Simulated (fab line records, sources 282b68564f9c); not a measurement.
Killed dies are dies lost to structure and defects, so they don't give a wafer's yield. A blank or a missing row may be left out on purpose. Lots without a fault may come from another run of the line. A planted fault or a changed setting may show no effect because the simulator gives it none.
Which tool did it? | flow rit_cmos | 14 lots, 42 wafers sampled, at 5 steps of a route of 202

WHAT THE GAUGES READ, wafer by wafer
RIT_GATE_THK_MEAS_07.
lot  | measured    | on            | GATE_OXIDE_THK (nm)
L345 | day 2 22:50 | film_metro-01 | 2.75 2.72 2.81
L346 | day 3 00:11 | film_metro-03 | 2.82 2.85 2.82
L349 | day 3 20:05 | film_metro-01 | 2.81 2.80 2.80
L350 | day 3 20:21 | film_metro-04 | 2.71 2.70 2.74
L351 | day 4 08:55 | film_metro-01 | 2.73 2.75 2.78
L352 | day 4 11:01 | film_metro-03 | 2.82 2.77 2.85
L353 | day 4 16:59 | film_metro-03 | 2.76 2.74 2.75
L355 | day 4 23:39 | film_metro-03 | 2.80 2.82 2.78
L356 | day 5 01:13 | film_metro-03 | 2.75 2.74 2.84
L357 | day 5 10:47 | film_metro-01 | 3.71 3.74 3.79
L358 | day 5 17:27 | film_metro-03 | 2.82 2.84 2.85
L360 | day 5 22:40 | film_metro-04 | 3.69 3.71 3.69
L361 | day 6 11:07 | film_metro-03 | 2.77 2.69 2.71
L366 | day 7 16:14 | film_metro-04 | 2.70 2.72 2.81

RIT_NLDD_OVL_MEAS_06.
lot  | measured    | on         | NLDD_OVL (nm)
L345 | day 3 08:41 | overlay-01 | 1.1 0.7 0.9
L346 | day 3 08:52 | overlay-02 | 0.3 0.2 -0.8
L349 | day 4 04:52 | overlay-01 | 1.4 2.4 1.7
L350 | day 4 04:59 | overlay-02 | 0.0 0.6 -0.3
L351 | day 4 19:25 | overlay-02 | -0.3 -1.7 -1.4
L352 | day 4 21:33 | overlay-02 | -0.4 -0.5 -0.9
L353 | day 5 02:19 | overlay-01 | -0.9 -0.4 1.1
L355 | day 5 11:34 | overlay-02 | 1.8 -0.3 -1.6
L356 | day 5 11:49 | overlay-01 | 2.0 2.2 2.5
L357 | day 5 20:49 | overlay-01 | 1.6 -0.2 2.8
L358 | day 6 05:55 | overlay-01 | 1.2 1.5 0.6
L360 | day 6 08:20 | overlay-01 | 1.6 1.0 1.0
L361 | day 7 02:41 | overlay-01 | 1.0 0.2 -1.2
L366 | day 8 01:31 | overlay-02 | -1.0 -2.1 -1.0

RIT_SILICIDE_THK_MEAS_03: measures by xrf.
lot  | measured    | on            | SILICIDE_TI_THK (nm)
L345 | day 3 18:34 | film_metro-04 | 29.39 29.13 29.49
L346 | day 3 17:50 | film_metro-04 | 29.32 29.65 29.36
L349 | day 4 14:59 | film_metro-04 | 29.79 29.94 29.73
L350 | day 4 15:13 | film_metro-01 | 29.83 29.59 29.59
L351 | day 5 06:47 | film_metro-03 | 29.59 29.52 29.84
L352 | day 5 09:36 | film_metro-04 | 29.28 29.23 29.22
L353 | day 5 12:34 | film_metro-04 | 29.38 29.51 29.25
L355 | day 5 23:23 | film_metro-03 | 29.48 29.11 29.05
L356 | day 5 23:52 | film_metro-03 | 29.31 29.31 29.00
L357 | day 6 11:11 | film_metro-04 | 29.54 29.44 29.25
L358 | day 6 17:40 | film_metro-04 | 29.27 29.34 29.92
L360 | day 6 23:55 | film_metro-04 | 29.59 29.42 29.53
L361 | day 7 11:44 | film_metro-04 | 29.39 29.22 29.19
L366 | day 8 10:12 | film_metro-03 | 29.56 29.14 29.05

WHICH TOOL RAN EACH LOT (tool, then ch and the chambers of the sampled wafers, then the start)
lot  | RIT_PRETRO_STRIP_09                 | RIT_GATE_OXIDATION_05
L345 | plasma_asher-04 ch 0,1, day 2 18:34 | furnace-01 ch 0, day 2 20:12
L346 | plasma_asher-01 ch 0,1, day 2 21:08 | furnace-01 ch 0, day 2 22:50
L349 | plasma_asher-02 ch 0, day 3 13:38   | furnace-01 ch 0, day 3 17:38
L350 | plasma_asher-01 ch 0,1, day 3 17:31 | furnace-03 ch 0, day 3 18:46
L351 | plasma_asher-02 ch 0,1, day 4 04:11 | furnace-03 ch 0, day 4 06:27
L352 | plasma_asher-04 ch 0,1, day 4 08:14 | furnace-04 ch 0, day 4 08:59
L353 | plasma_asher-04 ch 0,1, day 4 12:01 | furnace-01 ch 0, day 4 12:44
L355 | plasma_asher-02 ch 0,1, day 4 20:07 | furnace-03 ch 0, day 4 21:50
L356 | plasma_asher-01 ch 0,1, day 4 21:22 | furnace-03 ch 0, day 4 22:55
L357 | plasma_asher-04 ch 0,1, day 5 02:44 | furnace-03 ch 0, day 5 05:53
L358 | plasma_asher-04 ch 0,1, day 5 11:24 | furnace-04 ch 0, day 5 13:55
L360 | plasma_asher-04 ch 0,1, day 5 20:23 | furnace-03 ch 0, day 5 21:20
L361 | plasma_asher-04 ch 0,1, day 6 04:35 | furnace-01 ch 0, day 6 07:25
L366 | plasma_asher-04 ch 1, day 7 08:34   | furnace-04 ch 0, day 7 12:20
- RIT_PRETRO_STRIP_09: strips in O2, time 180 s.
- RIT_GATE_OXIDATION_05: target thk 3 nm, ox time 270 s.

WHAT THE TOOLS THEMSELVES READ (means of the sampled wafers that have a number; where no wafer has one, the mark that the record gives instead)
RIT_PRETRO_STRIP_09.
lot  | tool            | drypump_motor_current_A (A)
L345 | plasma_asher-04 | 5.4
L346 | plasma_asher-01 | 6.0
L349 | plasma_asher-02 | 6.0
L350 | plasma_asher-01 | 6.0
L351 | plasma_asher-02 | 6.1
L352 | plasma_asher-04 | 5.4
L353 | plasma_asher-04 | 5.8
L355 | plasma_asher-02 | 6.1
L356 | plasma_asher-01 | 6.0
L357 | plasma_asher-04 | 5.5
L358 | plasma_asher-04 | 5.8
L360 | plasma_asher-04 | 5.5
L361 | plasma_asher-04 | 5.4
L366 | plasma_asher-04 | 6.2

RIT_GATE_OXIDATION_05.
lot  | tool       | ox_temp_c_max | spike_tc_load_C (C) | zone_power_centre_pct (%)
L345 | furnace-01 | 896.7         | 923.5               | 39.7
L346 | furnace-01 | 897.8         | 922.9               | 39.5
L349 | furnace-01 | 897.5         | 923.0               | 39.8
L350 | furnace-03 | 896.5         | 920.1               | 44.6
L351 | furnace-03 | 896.6         | 920.6               | 44.5
L352 | furnace-04 | 900.3         | 917.8               | 43.1
L353 | furnace-01 | 897.1         | 923.3               | 39.9
L355 | furnace-03 | 897.0         | 919.8               | 44.6
L356 | furnace-03 | 897.0         | 921.0               | 45.0
L357 | furnace-03 | 896.2         | 919.1               | 44.5
L358 | furnace-04 | 900.9         | 917.1               | 43.1
L360 | furnace-03 | 896.8         | 919.6               | 44.4
L361 | furnace-01 | 897.5         | 924.0               | 39.6
L366 | furnace-04 | 899.1         | 916.8               | 42.8

THE ANSWER, worked out from the rows above alone
Rule: what is usual is taken from the lots themselves. Put in order of their means at a reading, lots are off if they are a third of the lots or fewer, leave a main group of 4 or more, and stand apart from it by a gap of 3 or more times the standard deviation of the main group's means; of several such gaps the widest counts. A main group whose means are all the same, to the digits that the tables above print for the reading, isn't used. A lot without any number at a reading at which 4 lots or more have one is off too. The other lots that the step has rows for count as sound. The gauges are gone through in route order, then the tools' own readings, and for those a lot's mean is taken as printed above. The first step at which some lot is off is used, and at that step the reading that is off furthest; a lot without a number counts as furthest.
Off: L357, L360, at RIT_GATE_THK_MEAS_07 (GATE_OXIDE_THK). The main group: mean 2.78 nm, standard deviation 0.039.
A tool fits if, at a process step before that reading, it ran every lot that is off, and no sound lot after the first of them. The gauges at RIT_GATE_THK_MEAS_07 are tried like those tools. One fits: furnace-03 at RIT_GATE_OXIDATION_05. Its last sound lot is L356 (day 4 22:55), its first lot that is off L357 (day 5 05:53): a fault that began between those two fits.

WHAT THE SIMULATOR HAD PUT IN
Process parameter drift: furnace-03, from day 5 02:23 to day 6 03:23, at RIT_GATE_OXIDATION_05. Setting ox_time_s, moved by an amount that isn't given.
Lots struck among those shown: L357, L360. The rule above found the same.
